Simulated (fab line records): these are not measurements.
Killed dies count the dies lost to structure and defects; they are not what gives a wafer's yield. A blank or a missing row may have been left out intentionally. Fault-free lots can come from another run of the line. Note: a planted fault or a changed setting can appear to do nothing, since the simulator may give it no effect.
Split-lot experiment + flow berkeley-cmos170 + on a route of 331 steps: 5 lots, 23 wafers read

== SPLIT DETAILS ==
At UCB170_START_OXIDATION_02 (target thk 20 nm, ox time 1800 s), the setting temp-c was moved away from the recipe's 950 C on 10 of the 23 wafers read, by -2.6% to +1.7%. The other wafers ran this setting at the recipe's value.

Between the split and the reading, the file records no step.

== THE READING ==
START_OXIDE_THK in nanometres, read at UCB170_START_THK_MEAS_03. A value of 19.9 nm with a standard deviation of 0.4 nm is what fault-free wafers of this fab line usually give.

| wafer  | tool, chamber at the split | temp-c as run, C | against the recipe | START_OXIDE_THK, nm | against lot-mates on the recipe |
|--------|----------------------------|------------------|--------------------|---------------------|---------------------------------|
| L075.1 | furnace-04, 0              | 950              | recipe             | 20.6                | -                               |
| L075.3 | furnace-04, 0              | 950              | recipe             | 20.5                | -                               |
| L075.6 | furnace-04, 0              | 950              | recipe             | 20.2                | -                               |
| L078.1 | -, -                       | 950              | recipe             | 20.2                | -                               |
| L078.3 | -, -                       | 950              | recipe             | 20.0                | -                               |
| L078.4 | -, -                       | 950              | recipe             | 20.1                | -                               |
| L078.5 | -, -                       | 950              | recipe             | 20.4                | -                               |
| L078.6 | -, -                       | 950              | recipe             | 20.1                | -                               |
| L080.1 | -, -                       | 966.3            | +1.7%              | 23.1                | no lot-mate on the recipe       |
| L080.2 | -, -                       | 966.3            | +1.7%              | 22.9                | no lot-mate on the recipe       |
| L080.3 | -, -                       | 966.3            | +1.7%              | 23.1                | no lot-mate on the recipe       |
| L080.4 | -, -                       | 966.3            | +1.7%              | 22.8                | no lot-mate on the recipe       |
| L080.6 | -, -                       | 966.3            | +1.7%              | 22.8                | no lot-mate on the recipe       |
| L081.1 | -, -                       | 950              | recipe             | 19.7                | -                               |
| L081.3 | -, -                       | 950              | recipe             | 20.0                | -                               |
| L081.4 | -, -                       | 950              | recipe             | 20.0                | -                               |
| L081.5 | -, -                       | 950              | recipe             | 19.8                | -                               |
| L081.6 | -, -                       | 950              | recipe             | 19.8                | -                               |
| L084.1 | -, -                       | 925.1            | -2.6%              | 15.4                | no lot-mate on the recipe       |
| L084.2 | -, -                       | 925.1            | -2.6%              | 15.0                | no lot-mate on the recipe       |
| L084.3 | -, -                       | 925.1            | -2.6%              | 15.0                | no lot-mate on the recipe       |
| L084.4 | -, -                       | 925.1            | -2.6%              | 15.3                | no lot-mate on the recipe       |
| L084.6 | -, -                       | 925.1            | -2.6%              | 15.5                | no lot-mate on the recipe       |

FIT RESULTS
A straight line over all 23 wafers: START_OXIDE_THK changes by +1.79 nm for each +1% of temp-c; r = +1.00; the points scatter about the line by 0.26 nm.
Too few moved wafers with a lot-mate on the recipe to fit a line net of each lot's own level.

== THE WHOLE CHAIN: every reading that the file lists as answering this split, in the file's order ==
| step                      | what it does                     | reading                                                                            | change (the file's fit)              | r (the file's) |
|---------------------------|----------------------------------|------------------------------------------------------------------------------------|--------------------------------------|----------------|
| UCB170_START_OXIDATION_02 | target thk 20 nm, ox time 1800 s | SiO2_of_START_OXIDATION_02.thk-nm (the simulator's own value, which no gauge read) | +1.79 nm for each +1% of the setting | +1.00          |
| UCB170_START_THK_MEAS_03  |                                  | START_OXIDE_THK                                                                    | +1.79 for each +1% of the setting    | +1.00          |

== THE FILE'S OWN FIT ==
START_OXIDE_THK changes by +1.79 nm for each +1% of temp-c, r = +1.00.
